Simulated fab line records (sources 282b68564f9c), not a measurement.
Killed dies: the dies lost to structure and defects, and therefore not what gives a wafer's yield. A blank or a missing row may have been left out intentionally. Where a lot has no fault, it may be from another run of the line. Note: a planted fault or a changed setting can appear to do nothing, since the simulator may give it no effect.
Which tool is to blame? + flow rit-cmos + 39 wafers from 13 lots sampled at 2 of the route's 202 steps

WHAT THE GAUGES READ, wafer by wafer
RIT_GATE_THK_MEAS_09.
| lot  | measured    | on            | GATE_POLY_THK (nm) |
|------|-------------|---------------|--------------------|
| L773 | day 2 12:20 | film-metro-03 | 252.2 253.3 252.2  |
| L774 | day 2 15:52 | film-metro-02 | 251.3 250.7 249.5  |
| L776 | day 3 02:13 | film-metro-02 | 255.1 255.8 252.0  |
| L777 | day 3 08:20 | film-metro-04 | 246.6 248.6 248.4  |
| L779 | day 3 19:00 | film-metro-04 | 251.8 251.1 250.3  |
| L781 | day 4 04:29 | film-metro-04 | 254.8 253.9 254.3  |
| L782 | day 4 10:53 | film-metro-02 | 248.6 248.7 247.4  |
| L784 | day 4 22:04 | film-metro-03 | 256.0 254.3 254.8  |
| L786 | day 5 15:22 | film-metro-04 | 251.9 252.8 250.1  |
| L790 | day 6 05:44 | film-metro-04 | 264.0 266.1 265.8  |
| L791 | day 6 13:17 | film-metro-04 | 251.8 249.8 250.2  |
| L795 | day 7 06:19 | film-metro-03 | 255.1 251.5 253.3  |
| L796 | day 7 07:55 | film-metro-03 | 252.9 251.7 253.5  |

EACH LOT AND THE TOOL THAT RAN IT (in order: tool; ch and the chambers of the sampled wafers; start)
| lot  | RIT_GATE_CVD_08            |
|------|----------------------------|
| L773 | lpcvd-02 ch 0, day 2 10:41 |
| L774 | lpcvd-01 ch 1, day 2 14:15 |
| L776 | lpcvd-02 ch 1, day 3 00:35 |
| L777 | lpcvd-02 ch 1, day 3 06:43 |
| L779 | lpcvd-01 ch 1, day 3 17:23 |
| L781 | lpcvd-02 ch 0, day 4 02:50 |
| L782 | lpcvd-01 ch 1, day 4 09:15 |
| L784 | lpcvd-02 ch 0, day 4 20:27 |
| L786 | lpcvd-01 ch 1, day 5 13:44 |
| L790 | lpcvd-02 ch 0, day 6 04:07 |
| L791 | lpcvd-01 ch 1, day 6 11:41 |
| L795 | lpcvd-01 ch 0, day 7 04:40 |
| L796 | lpcvd-01 ch 0, day 7 06:17 |
- RIT_GATE_CVD_08: deposits poly-Si from SiH4, target thk 250 nm, time 2220 s.

WHAT THE TOOLS THEMSELVES READ (means of the sampled wafers that have a number; where no wafer has one, the mark that the record gives instead)
RIT_GATE_CVD_08.
| lot  | tool     | zone-power-load-pct (%) |
|------|----------|-------------------------|
| L773 | lpcvd-02 | 12.6                    |
| L774 | lpcvd-01 | 10.8                    |
| L776 | lpcvd-02 | 10.9                    |
| L777 | lpcvd-02 | 10.8                    |
| L779 | lpcvd-01 | 10.8                    |
| L781 | lpcvd-02 | 12.6                    |
| L782 | lpcvd-01 | 10.8                    |
| L784 | lpcvd-02 | 12.7                    |
| L786 | lpcvd-01 | 10.7                    |
| L790 | lpcvd-02 | 12.5                    |
| L791 | lpcvd-01 | 10.9                    |
| L795 | lpcvd-01 | 10.6                    |
| L796 | lpcvd-01 | 10.7                    |

THE ANSWER, worked out from the rows above alone
Rule: what is usual is taken from the lots themselves. The widest of any qualifying gaps counts: lots, ordered by their means at a reading, are off when they make up no more than a third of the lots, leave a main group of 4 or more, and stand apart from it by 3 or more times the standard deviation of that group's means. The tables above print the reading to a certain number of digits; a main group whose means all agree to those digits is not used. A lot without any number at a reading at which 4 lots or more have one is off too. Any other lot the step has rows for is counted as sound. First the gauges in route order, then the tools' own readings, where a lot's mean is used as printed above. At the first step where some lot is off, the reading lying furthest off is the one used; lots without a number count as furthest.
Off: L790, seen at RIT_GATE_THK_MEAS_09 (GATE_POLY_THK). For the main group the mean is 251.8 nm and the standard deviation 2.2.
If a tool, at a process step before that reading, ran all the lots that are off and no sound lot after the first of them, it fits. The gauges at RIT_GATE_THK_MEAS_09 aren't tried: what is off there is off at RIT_GATE_CVD_08 too, on other tools, and a gauge's error can't cause that. One candidate fits, namely lpcvd-02 at RIT_GATE_CVD_08. Its last sound lot is L784 (day 4 20:27), its first lot that is off L790 (day 6 04:07): a fault that began between those two fits.

WHAT HAD BEEN PUT IN BY THE SIMULATOR
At RIT_GATE_CVD_08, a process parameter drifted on lpcvd-02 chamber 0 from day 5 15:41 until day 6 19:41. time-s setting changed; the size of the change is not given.
Lots struck among those shown: L790. This agrees with what the rule above found.
